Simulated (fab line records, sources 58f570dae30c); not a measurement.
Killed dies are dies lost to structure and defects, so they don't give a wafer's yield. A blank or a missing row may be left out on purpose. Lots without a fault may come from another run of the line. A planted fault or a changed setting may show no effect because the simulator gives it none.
fab line records | flow berkeley_cmos170
record lots=14 wafers=42 last_day=15
route steps=331 shown NWELL@16 ACTIVE@71
lots that met no fault: from a run of the same line without faults
start_h: hours from the record's first day to the start of the lot's first wafer shown | wait_h: hours since the lot's step before | " the same as in the row above | L1.1+2: a row that stands for several wafers | - no value, or no start given | * or withheld: withheld | < > ~ a bound
route shown NAME@n: a module of which the file shows steps, and the number in the route of the first | usual: mean/standard deviation of fault-free wafers | same: alike in all rows | chamber/n: place in a boat | sites: the reading at each site | _std_site: their standard deviation | _edge_site: outer sites' mean less inner sites' | radius_mm: how far each site lies from the wafer's centre | mask NAME#n: copy n | behind: the tool/chamber that last shaped the wafer | hold: why the lot was held/for how many hours/how that ended | device: the transistor (n, p or np) that didn't switch | end of line: the same wafers' tests at the end of the route | a step without rows: its recipe alone | killed: dies lost to structure and defects at the first sort, not the wafer's yield | map: a wafer's dies, x killed, . not, _ none there
set.NAME: the setting as run; set.NAME@STEP: as run at that earlier step | model.NAME: the simulator's own value behind a step, which no gauge read
steps of the route over a sample of lots; a table a step, a row a wafer
## steps
# step UCB170_NWELL_THK_MEAS_02
# recipe reads=SiO2_of_NWELL_OXIDATION_01
# usual NWELL_OXIDE_THK=26.3/0.59
# columns lot.wafer tool chamber start_h wait_h NWELL_OXIDE_THK[nm]
L447.4 film_metro-02 - 27.47 0.0 27.1
L447.5 " - " " 27.1
L447.6 " - " " 27.4
L448.1 film_metro-04 - 34.88 0.0 26.7
L448.4 " - " " 26.5
L448.6 " - " " 26.7
L449.2 film_metro-02 - 39.94 0.0 24.9
L449.3 " - " " 25.2
L449.4 " - " " 25.1
L450.2 film_metro-02 - 47.48 0.0 25.2
L450.4 " - " " 25.7
L450.5 " - " " 25.7
L452.2 film_metro-04 - 57.74 0.0 26.4
L452.5 " - " " 26.5
L452.6 " - " " 26.6
L454.1 film_metro-04 - 67.60 0.0 25.5
L454.2 " - " " 25.9
L454.4 " - " " 26.1
L456.1 film_metro-03 - 74.80 0.0 25.7
L456.4 " - " " 25.7
L456.6 " - " " 26.2
L459.1 film_metro-04 - 81.42 0.1 26.0
L459.3 " - " " 26.6
L459.6 " - " " 26.4
L461.1 film_metro-02 - 95.24 0.0 25.9
L461.2 " - " " 26.4
L461.4 " - " " 26.0
L467.1 film_metro-04 - 123.96 0.0 26.5
L467.2 " - " " 26.2
L467.5 " - " " 26.3
L466.2 film_metro-02 - 123.97 0.0 27.2
L466.4 " - " " 27.3
L466.5 " - " " 27.6
L468.1 film_metro-04 - 134.96 0.0 25.3
L468.4 " - " " 25.3
L468.6 " - " " 25.3
L469.3 film_metro-03 - 134.98 0.0 26.3
L469.5 " - " " 26.4
L469.6 " - " " 26.6
L470.1 film_metro-02 - 144.50 0.0 26.7
L470.5 " - " " 26.6
L470.6 " - " " 26.9
# step UCB170_NWELL_THK_MEAS_05
# recipe reads=Si3N4_of_NWELL_CVD_04
# usual NWELL_NITRIDE_THK=223.5/2.2
# columns lot.wafer tool chamber start_h wait_h NWELL_NITRIDE_THK[nm]
L447.4 film_metro-03 - 35.27 0.0 225.0
L447.5 " - " " 225.0
L447.6 " - " " 225.8
L448.1 film_metro-03 - 42.99 0.0 219.6
L448.4 " - " " 220.0
L448.6 " - " " 220.1
L449.2 film_metro-03 - 49.02 0.0 223.6
L449.3 " - " " 224.2
L449.4 " - " " 222.0
L450.2 film_metro-04 - 55.41 0.0 221.0
L450.4 " - " " 223.2
L450.5 " - " " 222.4
L452.2 film_metro-03 - 64.57 0.0 223.4
L452.5 " - " " 222.4
L452.6 " - " " 224.0
L454.1 film_metro-02 - 75.79 0.0 223.9
L454.2 " - " " 224.2
L454.4 " - " " 224.7
L456.1 film_metro-02 - 83.48 0.0 219.3
L456.4 " - " " 223.2
L456.6 " - " " 222.2
L459.1 film_metro-04 - 88.73 0.0 222.5
L459.3 " - " " 221.1
L459.6 " - " " 221.5
L461.1 film_metro-02 - 103.71 0.0 227.4
L461.2 " - " " 224.8
L461.4 " - " " 225.7
L467.1 film_metro-03 - 132.20 0.0 226.6
L467.2 " - " " 225.3
L467.5 " - " " 224.1
L466.2 film_metro-04 - 132.21 0.0 224.0
L466.4 " - " " 224.3
L466.5 " - " " 224.8
L468.1 film_metro-04 - 142.23 0.0 225.9
L468.4 " - " " 225.8
L468.6 " - " " 225.3
L469.3 film_metro-02 - 142.25 0.0 225.7
L469.5 " - " " 223.2
L469.6 " - " " 222.7
L470.1 film_metro-04 - 151.07 0.0 223.8
L470.5 " - " " 225.6
L470.6 " - " " 225.5
# step UCB170_ACTIVE_PEB_11
# recipe peb_temp_c=130 peb_time_s=withheld resist=KrF
# usual heater_power_total_W=56.80/0.046 plate_temp_C=129.99/0.12
# columns lot.wafer tool chamber start_h wait_h heater_power_total_W plate_temp_C
L447.4 litho_track-01 0 92.53 0.1 56.80 129.98
L447.5 " 0 " " 56.80 130.20
L447.6 " 0 " " 56.78 130.09
L448.1 litho_track-01 0 100.79 0.1 56.78 129.76
L448.4 " 0 " " 56.78 129.86
L448.6 " 0 " " 56.79 129.85
L449.2 litho_track-03 0 101.02 0.2 56.83 130.02
L449.3 " 0 " " 56.83 129.84
L449.4 " 0 " " 56.82 130.02
L450.2 litho_track-01 0 114.26 0.2 56.74 130.12
L450.4 " 0 " " 56.81 130.26
L450.5 " 0 " " 56.82 130.20
L452.2 litho_track-03 0 120.76 0.6 56.87 129.90
L452.5 " 0 " " 56.76 130.00
L452.6 " 0 " " 56.77 129.94
L454.1 litho_track-01 0 125.17 0.1 56.77 130.28
L454.2 " 0 " " 56.84 130.25
L454.4 " 0 " " 56.80 130.24
L456.1 litho_track-01 0 139.23 0.4 65.42 144.68
L456.4 " 0 " " 65.31 144.82
L456.6 " 0 " " 65.37 144.82
L459.1 litho_track-01 0 145.94 0.3 65.27 144.83
L459.3 " 0 " " 65.39 144.73
L459.6 " 0 " " 65.42 144.81
L461.1 litho_track-03 0 155.00 0.1 56.71 129.99
L461.2 " 0 " " 56.81 130.08
L461.4 " 0 " " 56.73 129.68
L466.2 litho_track-04 0 192.78 0.1 56.76 129.97
L466.4 " 0 " " 56.87 129.89
L466.5 " 0 " " 56.78 130.20
L467.1 litho_track-03 0 193.00 0.1 56.83 129.97
L467.2 " 0 " " 56.70 129.99
L467.5 " 0 " " 56.76 130.01
L468.1 litho_track-04 0 215.65 0.1 56.82 130.03
L468.4 " 0 " " 56.77 130.10
L468.6 " 0 " " 56.73 129.93
L469.3 litho_track-03 0 215.94 0.1 56.82 129.82
L469.5 " 0 " " 56.76 130.00
L469.6 " 0 " " 56.83 129.91
L470.1 litho_track-01 0 226.81 0.4 56.86 129.92
L470.5 " 0 " " 56.78 130.07
L470.6 " 0 " " 56.76 130.19
# step UCB170_ACTIVE_CD_MEAS_13
# recipe target_cd_nm=1200
# usual cd_nm=1199.9/1.2
# columns lot.wafer tool chamber start_h wait_h cd_nm
L447.4 cd_sem-01 - 92.79 - 1198.2
L447.5 " - " " 1200.4
L447.6 " - " " 1199.6
L448.1 cd_sem-01 - 101.07 - 1200.7
L448.4 " - " " 1199.9
L448.6 " - " " 1199.7
L449.2 cd_sem-02 - 101.29 - 1199.0
L449.3 " - " " 1198.1
L449.4 " - " " 1199.3
L450.2 cd_sem-01 - 114.62 - 1200.4
L450.4 " - " " 1199.8
L450.5 " - " " 1199.0
L452.2 cd_sem-01 - 121.03 - 1200.0
L452.5 " - " " 1198.7
L452.6 " - " " 1200.2
L454.1 cd_sem-01 - 125.45 - 1199.4
L454.2 " - " " 1199.0
L454.4 " - " " 1199.6
L456.1 cd_sem-01 - 139.51 - 1143.4
L456.4 " - " " 1144.1
L456.6 " - " " 1144.5
L459.1 cd_sem-02 - 146.21 - 1144.6
L459.3 " - " " 1143.3
L459.6 " - " " 1144.5
L461.1 cd_sem-01 - 155.27 - 1198.5
L461.2 " - " " 1198.9
L461.4 " - " " 1199.0
L466.2 cd_sem-01 - 193.05 - 1200.6
L466.4 " - " " 1201.1
L466.5 " - " " 1201.2
L467.1 cd_sem-01 - 193.28 - 1201.4
L467.2 " - " " 1200.7
L467.5 " - " " 1201.5
L468.1 cd_sem-01 - 215.92 - 1199.4
L468.4 " - " " 1198.4
L468.6 " - " " 1200.3
L469.3 cd_sem-02 - 216.20 - 1202.3
L469.5 " - " " 1201.1
L469.6 " - " " 1201.3
L470.1 cd_sem-02 - 227.09 - 1199.5
L470.5 " - " " 1201.6
L470.6 " - " " 1198.7
# step UCB170_ACTIVE_OVL_MEAS_14
# usual ACTIVE_OVL=1/5.7
# columns lot.wafer tool chamber start_h wait_h ACTIVE_OVL[nm]
L447.4 overlay-02 - 92.87 0.1 1
L447.5 " - " " -3
L447.6 " - " " -7
L448.1 overlay-02 - 101.19 0.1 -5
L448.4 " - " " 3
L448.6 " - " " -3
L449.2 overlay-02 - 101.40 0.1 5
L449.3 " - " " 3
L449.4 " - " " 8
L450.2 overlay-01 - 114.72 0.1 -4
L450.4 " - " " -4
L450.5 " - " " 0
L452.2 overlay-01 - 121.14 0.1 4
L452.5 " - " " 7
L452.6 " - " " 10
L454.1 overlay-01 - 125.57 0.1 10
L454.2 " - " " 6
L454.4 " - " " 5
L456.1 overlay-02 - 139.63 0.1 5
L456.4 " - " " 7
L456.6 " - " " 6
L459.1 overlay-01 - 146.33 0.1 0
L459.3 " - " " -12
L459.6 " - " " -2
L461.1 overlay-02 - 155.39 0.1 -8
L461.2 " - " " 0
L461.4 " - " " -2
L466.2 overlay-01 - 193.16 0.1 -6
L466.4 " - " " -6
L466.5 " - " " -9
L467.1 overlay-02 - 193.40 0.1 -1
L467.2 " - " " 5
L467.5 " - " " -2
L468.1 overlay-01 - 216.04 0.1 -1
L468.4 " - " " 5
L468.6 " - " " 6
L469.3 overlay-02 - 216.30 0.1 7
L469.5 " - " " 1
L469.6 " - " " 1
L470.1 overlay-01 - 227.21 0.1 7
L470.5 " - " " 3
L470.6 " - " " -6
## key
first_sign step=UCB170_ACTIVE_PEB_11 reading=heater_power_total_W direction=up sigmas=99+ usual=56.80 struck=65.36
effect step=UCB170_ACTIVE_PEB_11 reading=plate_temp_C direction=up sigmas=99+ usual=* struck=*
effect step=UCB170_ACTIVE_CD_MEAS_13 reading=cd_nm direction=down sigmas=47 usual=1199.9 struck=1144.1
met_at UCB170_ACTIVE_PEB_11
struck_lots L456,L459
tester_left_out L456,L459
not_acting_at UCB170_NWELL_THK_MEAS_02,UCB170_NWELL_THK_MEAS_05,UCB170_ACTIVE_OVL_MEAS_14
onset_between 125.17 139.23
fault kind=process_parameter_drift tool=litho_track-01 chamber=- onset_h=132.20 steps=UCB170_ACTIVE_PEB_11 channel=peb_temp_c offset=* shape=step end_h=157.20 acts_in=* stated=*
# tester_left_out: of these lots the tester's yield and bins aren't shown, on N5 and GAA mostly nor the transistor test; their killed dies are dies lost to structure and defects alone, not to doping, threshold or leakage, so they don't give the yield
